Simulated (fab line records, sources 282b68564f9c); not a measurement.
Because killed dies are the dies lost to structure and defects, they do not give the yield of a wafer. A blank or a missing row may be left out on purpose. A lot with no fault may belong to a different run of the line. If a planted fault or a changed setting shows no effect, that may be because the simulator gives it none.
Shared-tool check / flow rit_cmos / Sample size 14 lots and 48 wafers

== WHY THIS WAS OPENED ==
Of 14 lots, 2 have the reading PRETRO_TW flagged at RIT_PRETRO_TW_MEAS_10. Fault-free wafers read 476.1, with a standard deviation of 2.7.
Rule: a lot is flagged when every wafer of it that has a number lies more than 4 standard deviations from that mean, or none has a number. The rest of the lots are taken to be sound.

lot=L298; measured=day 2 08:14; on=film_metro-02; PRETRO_TW, wafer by wafer=477.1 478.7 476.6; flag=
lot=L299; measured=day 2 13:18; on=film_metro-01; PRETRO_TW, wafer by wafer=471.1 472.1 472.2; flag=
lot=L300; measured=day 2 18:20; on=film_metro-02; PRETRO_TW, wafer by wafer=477.9 479.6 476.6; flag=
lot=L301; measured=day 2 23:09; on=film_metro-02; PRETRO_TW, wafer by wafer=475.2 478.8 477.8; flag=
lot=L302; measured=day 3 03:23; on=film_metro-02; PRETRO_TW, wafer by wafer=477.1 478.4 473.7; flag=
lot=L303; measured=day 3 09:42; on=film_metro-02; PRETRO_TW, wafer by wafer=475.4 477.1 479.7; flag=
lot=L305; measured=day 3 19:07; on=film_metro-02; PRETRO_TW, wafer by wafer=475.8 475.2 476.6; flag=
lot=L306; measured=day 4 00:09; on=film_metro-02; PRETRO_TW, wafer by wafer=475.4 475.3 476.2; flag=
lot=L308; measured=day 4 08:52; on=film_metro-01; PRETRO_TW, wafer by wafer=472.6 475.5 473.2; flag=
lot=L309; measured=day 4 14:09; on=film_metro-01; PRETRO_TW, wafer by wafer=472.5 473.5 472.1; flag=
lot=L311; measured=day 5 00:10; on=film_metro-04; PRETRO_TW, wafer by wafer=478.1 476.9 478.7; flag=
lot=L317; measured=day 6 07:56; on=film_metro-04; PRETRO_TW, wafer by wafer=476.3 475.3 474.2; flag=
lot=L318; measured=day 6 13:38; on=film_metro-02; PRETRO_TW, wafer by wafer=420.7 419.4 419.8 418.7 418.6 418.8; flag=FLAGGED
lot=L320; measured=day 6 21:07; on=film_metro-01; PRETRO_TW, wafer by wafer=420.4 417.4 418.6 421.0 421.2 419.6; flag=FLAGGED
The mean of the flagged lots' numbers is 419.5, -56.6 from the usual (-21 standard deviations).

== LOT BY LOT: THE TOOL USED ==
2 process steps preceding the reading are held in the record, out of 202 steps in the route. Cell contents, in order: the tool; ch with the chambers the sampled wafers went through; the start.
lot=L298; flag=; RIT_NWELL_STRIP_09=plasma_asher-03 ch 0,1, day 1 21:07; RIT_PRETRO_IMPLANT_08=implanter-04 ch 0, day 2 07:56
lot=L299; flag=; RIT_NWELL_STRIP_09=plasma_asher-04 ch 0,1, day 2 02:50; RIT_PRETRO_IMPLANT_08=implanter-03 ch 0, day 2 12:59
lot=L300; flag=; RIT_NWELL_STRIP_09=plasma_asher-04 ch 0,1, day 2 06:44; RIT_PRETRO_IMPLANT_08=implanter-03 ch 0, day 2 18:01
lot=L301; flag=; RIT_NWELL_STRIP_09=plasma_asher-04 ch 0,1, day 2 12:40; RIT_PRETRO_IMPLANT_08=implanter-01 ch 0, day 2 22:50
lot=L302; flag=; RIT_NWELL_STRIP_09=plasma_asher-04 ch 0,1, day 2 16:36; RIT_PRETRO_IMPLANT_08=implanter-01 ch 0, day 3 03:04
lot=L303; flag=; RIT_NWELL_STRIP_09=plasma_asher-04 ch 1, day 2 23:28; RIT_PRETRO_IMPLANT_08=implanter-04 ch 0, day 3 09:22
lot=L305; flag=; RIT_NWELL_STRIP_09=plasma_asher-02 ch 0,1, day 3 08:11; RIT_PRETRO_IMPLANT_08=implanter-01 ch 0, day 3 18:49
lot=L306; flag=; RIT_NWELL_STRIP_09=plasma_asher-04 ch 0,1, day 3 13:12; RIT_PRETRO_IMPLANT_08=implanter-01 ch 0, day 3 23:52
lot=L308; flag=; RIT_NWELL_STRIP_09=plasma_asher-02 ch 0, day 3 22:38; RIT_PRETRO_IMPLANT_08=implanter-01 ch 0, day 4 08:34
lot=L309; flag=; RIT_NWELL_STRIP_09=plasma_asher-04 ch 0,1, day 4 03:49; RIT_PRETRO_IMPLANT_08=implanter-01 ch 0, day 4 13:49
lot=L311; flag=; RIT_NWELL_STRIP_09=plasma_asher-04 ch 0,1, day 4 13:48; RIT_PRETRO_IMPLANT_08=implanter-01 ch 0, day 4 23:52
lot=L317; flag=; RIT_NWELL_STRIP_09=plasma_asher-03 ch 0,1, day 5 21:19; RIT_PRETRO_IMPLANT_08=implanter-01 ch 0, day 6 07:38
lot=L318; flag=FLAGGED; RIT_NWELL_STRIP_09=plasma_asher-04 ch 0,1, day 6 03:16; RIT_PRETRO_IMPLANT_08=implanter-03 ch 0, day 6 13:22
lot=L320; flag=FLAGGED; RIT_NWELL_STRIP_09=plasma_asher-02 ch 0,1, day 6 10:41; RIT_PRETRO_IMPLANT_08=implanter-03 ch 0, day 6 20:47
What the steps here do:
- RIT_NWELL_STRIP_09: strips in O2, time 180 s.
- RIT_PRETRO_IMPLANT_08
- RIT_PRETRO_TW_MEAS_10

== FLAGGED OVER TOTAL, TOOL BY TOOL (the gauges that took the reading come last) ==
step=RIT_NWELL_STRIP_09; tool=plasma_asher-02; lots run=3; flagged=1; share of the flagged lots=some; sound lots run after its first flagged lot=0
step=RIT_NWELL_STRIP_09; tool=plasma_asher-03; lots run=2; flagged=0; share of the flagged lots=none; sound lots run after its first flagged lot=-
step=RIT_NWELL_STRIP_09; tool=plasma_asher-04; lots run=9; flagged=1; share of the flagged lots=some; sound lots run after its first flagged lot=0
step=RIT_PRETRO_IMPLANT_08; tool=implanter-01; lots run=8; flagged=0; share of the flagged lots=none; sound lots run after its first flagged lot=-
step=RIT_PRETRO_IMPLANT_08; tool=implanter-03; lots run=4; flagged=2; share of the flagged lots=all; sound lots run after its first flagged lot=0
step=RIT_PRETRO_IMPLANT_08; tool=implanter-04; lots run=2; flagged=0; share of the flagged lots=none; sound lots run after its first flagged lot=-
step=RIT_PRETRO_TW_MEAS_10; tool=film_metro-01; lots run=4; flagged=1; share of the flagged lots=some; sound lots run after its first flagged lot=0
step=RIT_PRETRO_TW_MEAS_10; tool=film_metro-02; lots run=8; flagged=1; share of the flagged lots=some; sound lots run after its first flagged lot=0
step=RIT_PRETRO_TW_MEAS_10; tool=film_metro-04; lots run=2; flagged=0; share of the flagged lots=none; sound lots run after its first flagged lot=-

== WHAT THE TABLE ALLOWS ==
All flagged lots share 1 row of the table, namely implanter-03 at RIT_PRETRO_IMPLANT_08.
- implanter-03 at RIT_PRETRO_IMPLANT_08 ran 4 lots, 2 of them flagged. It ran its last sound lot, L300, at day 2 18:01 and its first flagged lot, L318, at day 6 13:22: a fault with its onset between the two fits. Its own readings (dose_ions_cm2, faraday_current_uA) fall more than 4 standard deviations out on all wafers of the flagged lots.
One tool is left: implanter-03 at RIT_PRETRO_IMPLANT_08.

== WHAT THE SIMULATOR HAD PUT IN ==
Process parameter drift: implanter-03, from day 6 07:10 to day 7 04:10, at RIT_PRETRO_IMPLANT_08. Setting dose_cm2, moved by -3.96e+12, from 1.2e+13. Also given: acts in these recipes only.
Struck lots among those shown: L318, L320. The rule above found the same.
